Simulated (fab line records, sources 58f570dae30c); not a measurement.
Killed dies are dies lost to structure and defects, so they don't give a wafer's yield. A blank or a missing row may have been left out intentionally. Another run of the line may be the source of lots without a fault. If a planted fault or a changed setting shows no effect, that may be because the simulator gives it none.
Chamber matching || flow berkeley cmos170 || UCB170_M2_ETCH_17 on rie diel-04 has 4 sister chambers
The step etches BARC in N2/H2. 4 wafers are shown with their chamber, then 7 later ones without.

WAFERS PAIRED WITH THEIR CHAMBERS
{"wafer": "L798.3", "chamber": 1, "throttle valve pct (%)": 13.34}
{"wafer": "L801.6", "chamber": 0, "throttle valve pct (%)": 13.15}
{"wafer": "L802.1", "chamber": 2, "throttle valve pct (%)": 13.49}
{"wafer": "L802.3", "chamber": 3, "throttle valve pct (%)": 13.44}

WAFERS MISSING THEIR CHAMBER
{"wafer": "L802.4", "throttle valve pct (%)": 13.47}
{"wafer": "L813.3", "throttle valve pct (%)": 13.31}
{"wafer": "L813.4", "throttle valve pct (%)": 13.14}
{"wafer": "L813.6", "throttle valve pct (%)": 13.30}
{"wafer": "L817.1", "throttle valve pct (%)": 13.50}
{"wafer": "L817.4", "throttle valve pct (%)": 13.49}
{"wafer": "L817.5", "throttle valve pct (%)": 13.42}

WHICH CHAMBER EACH WENT THROUGH
{"wafer": "L802.4", "from the rows above": "can't be placed: 2 or 3", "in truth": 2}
{"wafer": "L813.3", "from the rows above": 1, "in truth": 1}
{"wafer": "L813.4", "from the rows above": 0, "in truth": 0}
{"wafer": "L813.6", "from the rows above": 1, "in truth": 1}
{"wafer": "L817.1", "from the rows above": 2, "in truth": 2}
{"wafer": "L817.4", "from the rows above": 2, "in truth": 2}
{"wafer": "L817.5", "from the rows above": 3, "in truth": 3}
Placed correctly: 6 of 7. Cannot be placed on the basis of these rows: 1; the candidates contain the true chamber in 1. Wrongly placed: 0.
How it was worked out, from the rows above alone: a wafer's distance from a chamber is the root of the sum, over the readings, of the square of ((its reading less the chamber's mean) divided by the reading's scatter). If the next closest chamber is less than 2 further off than the closest, the wafer can't be placed; otherwise it belongs to the closest. Each chamber's mean is taken over the wafers shown for it. The scatter: with one shown wafer a chamber, the root of the mean of the squares of how far each hidden wafer lies from its nearest shown one.
